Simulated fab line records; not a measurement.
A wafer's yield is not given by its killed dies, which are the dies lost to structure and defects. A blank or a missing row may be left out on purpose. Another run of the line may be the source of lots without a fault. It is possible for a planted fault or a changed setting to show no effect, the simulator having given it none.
The same fault as seen by 2 desks || flow ritCmos || every desk sees just its own numbers, and what lay behind them comes last

== AT THE METROLOGY DESK ==
Lot by lot, what the gauges showed, no matter which tool ran the lot: averages of those sampled wafers that carry a number. If a lot's mean is further than 4 standard deviations from the usual mean, the lot is out of limits and carries the mark OUT (the distance appears in the brackets).
Columns: A = M1_AL_RS at RIT_M1_RS_MEAS_01, usual 0.0729 ohm/sq; B = M1_AL_THK at RIT_M1_THK_MEAS_02, usual 397 nm
{"lot": "L254", "first seen here": "day 3 04:56", "A": 0.0720, "B": 400}
{"lot": "L255", "first seen here": "day 3 09:23", "A": 0.0720, "B": 402}
{"lot": "L256", "first seen here": "day 3 16:13", "A": 0.0731, "B": 395}
{"lot": "L259", "first seen here": "day 4 08:18", "A": "0.1332 (+94) OUT", "B": "254 (-38) OUT"}
{"lot": "L261", "first seen here": "day 4 16:21", "A": "0.1025 (+46) OUT", "B": "326 (-19) OUT"}
{"lot": "L263", "first seen here": "day 5 09:35", "A": "0.1021 (+46) OUT", "B": "329 (-18) OUT"}
{"lot": "L268", "first seen here": "day 6 09:12", "A": 0.0724, "B": 399}
{"lot": "L270", "first seen here": "day 6 17:00", "A": 0.0730, "B": 395}
{"lot": "L271", "first seen here": "day 6 19:35", "A": 0.0738, "B": 392}
{"lot": "L272", "first seen here": "day 7 00:25", "A": 0.0724, "B": 401}
{"lot": "L274", "first seen here": "day 7 09:10", "A": 0.0725, "B": 400}
{"lot": "L275", "first seen here": "day 7 13:30", "A": 0.0733, "B": 395}
{"lot": "L276", "first seen here": "day 7 20:57", "A": 0.0736, "B": 396}
{"lot": "L277", "first seen here": "day 8 04:08", "A": 0.0733, "B": 393}
This desk finds L259, L261, L263 out of limits, with the earliest case on L259 at day 4 08:18 (M1_AL_RS at RIT_M1_RS_MEAS_01). Within limits: L254, L255, L256, L268, L270, L271, L272, L274, L275, L276, L277.

== DESK OF THE TOOL OWNER: pvdSputter-03 ==
The tool's own readings at RIT_M1_SPUTTER_00 (material Al, target thk 400 nm, time 500 s): means of the sampled wafers that have a number, for each lot that ran on this tool. If a lot's mean is further than 4 standard deviations from the usual mean, the lot is out of limits and carries the mark OUT (the distance appears in the brackets).
Columns: A = throttleValvePct at RIT_M1_SPUTTER_00, usual 30.3 %
{"lot": "L255", "first seen here": "day 3 09:05", "A": 30.4}
{"lot": "L259", "first seen here": "day 4 07:58", "A": 30.9}
{"lot": "L261", "first seen here": "day 4 16:03", "A": 30.4}
{"lot": "L263", "first seen here": "day 5 09:17", "A": 30.3}
{"lot": "L275", "first seen here": "day 7 13:13", "A": 29.7}
{"lot": "L277", "first seen here": "day 8 03:49", "A": 30.4}
Finding of this desk: none of the 6 lots has anything out of limits.

== BROUGHT TOGETHER ==
L259, L261, L263 would have let the metrology desk raise an alarm at day 4 08:18.
Nothing out of limits was seen by the tool owner's desk.
The tool owner's desk has L259, L261, L263 on record, within its limits.
Every lot named ran RIT_M1_SPUTTER_00 on pvdSputter-03.

== WHAT THE SIMULATOR HAD PUT IN ==
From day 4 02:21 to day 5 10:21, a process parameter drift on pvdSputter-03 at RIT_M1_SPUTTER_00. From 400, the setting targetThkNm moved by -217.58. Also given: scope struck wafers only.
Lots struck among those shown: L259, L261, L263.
Hours from the fault's start to each desk's first reading out of limits: the metrology desk, 6.
